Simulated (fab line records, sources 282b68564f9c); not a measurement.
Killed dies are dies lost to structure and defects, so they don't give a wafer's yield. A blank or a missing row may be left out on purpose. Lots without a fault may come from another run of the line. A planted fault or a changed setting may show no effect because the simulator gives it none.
Which tool did it? | flow rit_cmos | 13 lots, 39 wafers sampled, at 5 steps of a route of 202

WHAT THE GAUGES READ, wafer by wafer
RIT_ACTIVE_THK_MEAS_04. Usual: ACTIVE_NITRIDE_THK 149.9 nm, standard deviation 1.2.
lot  | measured    | on            | ACTIVE_NITRIDE_THK (nm) | flag
L435 | day 1 13:32 | film_metro-01 | 151.9 151.6 150.6       |
L436 | day 1 18:32 | film_metro-03 | 147.9 148.0 149.0       |
L441 | day 2 20:16 | film_metro-04 | 150.8 151.0 150.0       |
L442 | day 3 01:16 | film_metro-03 | 150.4 149.4 149.4       |
L444 | day 3 10:33 | film_metro-01 | 149.0 150.2 149.3       |
L445 | day 3 15:32 | film_metro-01 | 149.1 147.9 147.6       |
L446 | day 3 20:32 | film_metro-04 | 151.1 152.2 152.2       |
L447 | day 4 02:15 | film_metro-03 | 150.7 152.0 152.6       |
L451 | day 4 21:49 | film_metro-04 | 150.9 152.0 150.8       |
L452 | day 5 02:32 | film_metro-01 | 119.8 119.9 119.7       | OFF
L454 | day 5 12:32 | film_metro-01 | 149.4 148.6 149.5       |
L456 | day 5 22:32 | film_metro-01 | 149.5 149.6 150.4       |
L458 | day 6 08:53 | film_metro-01 | 149.8 150.5 150.8       |

RIT_GATE_OVL_MEAS_17. Usual: GATE_OVL 0.1 nm, standard deviation 1.8.
lot  | measured    | on         | GATE_OVL (nm)  | flag
L435 | day 2 13:33 | overlay-02 | -0.7 -0.1 -0.4 |
L436 | day 2 18:59 | overlay-02 | -0.4 -1.1 -0.6 |
L441 | day 3 19:20 | overlay-02 | -1.1 -2.4 -1.2 |
L442 | day 4 00:53 | overlay-01 | 0.8 2.2 2.7    |
L444 | day 4 09:55 | overlay-02 | -3.6 -4.1 -3.2 |
L445 | day 4 14:57 | overlay-02 | -1.5 -0.8 -1.3 |
L446 | day 4 22:50 | overlay-01 | -2.9 -1.3 -3.4 |
L447 | day 5 01:31 | overlay-01 | 1.8 1.3 1.6    |
L451 | day 5 21:04 | overlay-01 | 2.0 1.5 0.1    |
L452 | day 6 01:13 | overlay-01 | 1.9 1.7 0.8    |
L454 | day 6 13:14 | overlay-02 | -0.1 -2.0 -2.0 |
L456 | day 6 21:13 | overlay-02 | 1.1 0.6 0.4    |
L458 | day 7 07:32 | overlay-02 | -2.3 -1.8 -2.7 |

WHICH TOOL RAN EACH LOT (tool, then ch and the chambers of the sampled wafers, then the start)
lot  | RIT_ACTIVE_CVD_03          | RIT_ACTIVE_ETCH_13                | RIT_PWELL_STRIP_09
L435 | lpcvd-02 ch 0, day 1 12:07 | rie_diel-03 ch 0,2,3, day 1 14:47 | plasma_asher-04 ch 0,1, day 1 22:30
L436 | lpcvd-01 ch 1, day 1 17:07 | rie_diel-02 ch 0,1,2, day 1 19:53 | plasma_asher-04 ch 0,1, day 2 04:50
L441 | lpcvd-01 ch 1, day 2 18:07 | rie_diel-02 ch 0,2,3, day 2 21:25 | plasma_asher-04 ch 0,1, day 3 06:04
L442 | lpcvd-02 ch 1, day 2 23:07 | rie_diel-03 ch 0,1,2, day 3 02:32 | plasma_asher-04 ch 0,1, day 3 10:00
L444 | lpcvd-02 ch 1, day 3 09:07 | rie_diel-04 ch 0,1,2, day 3 11:43 | plasma_asher-04 ch 0,1, day 3 19:25
L445 | lpcvd-02 ch 0, day 3 14:07 | rie_diel-02 ch 0,1,2, day 3 16:43 | plasma_asher-01 ch 0,1, day 4 01:28
L446 | lpcvd-02 ch 0, day 3 19:07 | rie_diel-03 ch 0,2,3, day 3 21:43 | plasma_asher-04 ch 0,1, day 4 06:13
L447 | lpcvd-01 ch 0, day 4 00:07 | rie_diel-03 ch 0,2, day 4 03:25   | plasma_asher-04 ch 0, day 4 12:05
L451 | lpcvd-01 ch 0, day 4 20:24 | rie_diel-04 ch 0,1,3, day 4 23:00 | plasma_asher-01 ch 0,1, day 5 07:30
L452 | lpcvd-02 ch 1, day 5 01:07 | rie_diel-04 ch 1,3, day 5 03:50   | plasma_asher-03 ch 0,1, day 5 11:42
L454 | lpcvd-01 ch 1, day 5 11:07 | rie_diel-02 ch 1,2, day 5 13:50   | plasma_asher-04 ch 0,1, day 5 21:55
L456 | lpcvd-01 ch 1, day 5 21:07 | rie_diel-03 ch 1,2,3, day 5 23:50 | plasma_asher-04 ch 0,1, day 6 07:30
L458 | lpcvd-01 ch 1, day 6 07:26 | rie_diel-04 ch 0,1,2, day 6 10:10 | plasma_asher-03 ch 0,1, day 6 17:37
- RIT_ACTIVE_CVD_03: deposits Si3N4 from SiH2Cl2/NH3, target thk 150 nm, time 1500 s.
- RIT_ACTIVE_ETCH_13: etches Si3N4 in SF6, stops on SiO2, time 210 s, target depth 210 nm.
- RIT_PWELL_STRIP_09: strips in O2, time 180 s.

WHAT THE TOOLS THEMSELVES READ (means of the sampled wafers that have a number; where no wafer has one, the mark that the record gives instead)
RIT_ACTIVE_CVD_03. Usual: spike_tc_centre_C 813.2 C, standard deviation 1.3.
lot  | tool     | spike_tc_centre_C (C) | flag
L435 | lpcvd-02 | 813.3                 |
L436 | lpcvd-01 | 815.4                 |
L441 | lpcvd-01 | 815.0                 |
L442 | lpcvd-02 | 812.1                 |
L444 | lpcvd-02 | 812.2                 |
L445 | lpcvd-02 | 812.1                 |
L446 | lpcvd-02 | 812.1                 |
L447 | lpcvd-01 | 812.7                 |
L451 | lpcvd-01 | 813.0                 |
L452 | lpcvd-02 | 812.3                 |
L454 | lpcvd-01 | 813.6                 |
L456 | lpcvd-01 | 814.2                 |
L458 | lpcvd-01 | 815.0                 |

RIT_ACTIVE_ETCH_13. Usual: drypump_motor_current_A 5.6 A, standard deviation 0.52; oes_product_au 0.818 a.u., standard deviation 0.012; throttle_valve_pct 7.52 %, standard deviation 0.092.
lot  | tool        | drypump_motor_current_A (A) | oes_product_au (a.u.) | throttle_valve_pct (%) | flag
L435 | rie_diel-03 | 5.7                         | 0.821                 | 7.53                   |
L436 | rie_diel-02 | 5.4                         | 0.810                 | 7.49                   |
L441 | rie_diel-02 | 5.5                         | 0.806                 | 7.57                   |
L442 | rie_diel-03 | 5.6                         | 0.803                 | 7.48                   |
L444 | rie_diel-04 | 5.5                         | 0.819                 | 7.56                   |
L445 | rie_diel-02 | 5.4                         | 0.810                 | 7.50                   |
L446 | rie_diel-03 | 5.6                         | 0.820                 | 7.53                   |
L447 | rie_diel-03 | 5.4                         | 0.814                 | 7.59                   |
L451 | rie_diel-04 | 5.8                         | 0.822                 | 7.52                   |
L452 | rie_diel-04 | 6.1                         | 0.732                 | 7.51                   | OFF
L454 | rie_diel-02 | 5.0                         | 0.825                 | 7.47                   |
L456 | rie_diel-03 | 5.9                         | 0.811                 | 7.42                   |
L458 | rie_diel-04 | 5.6                         | 0.824                 | 7.55                   |

RIT_PWELL_STRIP_09. Usual: drypump_motor_current_A 5.79 A, standard deviation 0.23.
lot  | tool            | drypump_motor_current_A (A) | flag
L435 | plasma_asher-04 | 5.76                        |
L436 | plasma_asher-04 | 5.79                        |
L441 | plasma_asher-04 | 5.88                        |
L442 | plasma_asher-04 | 5.77                        |
L444 | plasma_asher-04 | 5.75                        |
L445 | plasma_asher-01 | 5.58                        |
L446 | plasma_asher-04 | 5.78                        |
L447 | plasma_asher-04 | 6.00                        |
L451 | plasma_asher-01 | 5.58                        |
L452 | plasma_asher-03 | 5.63                        |
L454 | plasma_asher-04 | 5.77                        |
L456 | plasma_asher-04 | 5.78                        |
L458 | plasma_asher-03 | 5.63                        |

THE ANSWER, worked out from the rows above alone
Rule: a lot is off if the mean of its wafers that have a number lies more than 3 standard deviations from the usual mean. A lot without any number at a reading at which 4 lots or more have one is off too. The other lots that the step has rows for count as sound. The gauges are gone through in route order, then the tools' own readings, and for those a lot's mean is taken as printed above. The first step at which some lot is off is used, and at that step the reading that is off furthest; a lot without a number counts as furthest.
Off: L452, at RIT_ACTIVE_THK_MEAS_04 (ACTIVE_NITRIDE_THK).
A tool fits if, at a process step before that reading, it ran every lot that is off, and no sound lot after the first of them. The gauges at RIT_ACTIVE_THK_MEAS_04 aren't tried: what is off there is off at RIT_ACTIVE_ETCH_13 too, on other tools, and a gauge's error can't cause that. One fits: lpcvd-02 at RIT_ACTIVE_CVD_03. Its last sound lot is L446 (day 3 19:07), its first lot that is off L452 (day 5 01:07): a fault that began between those two fits.

WHAT THE SIMULATOR HAD PUT IN
Process parameter drift: lpcvd-02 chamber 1, from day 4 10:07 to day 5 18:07, at RIT_ACTIVE_CVD_03. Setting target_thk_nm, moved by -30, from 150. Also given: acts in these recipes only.
Lots struck among those shown: L452. The rule above found the same.
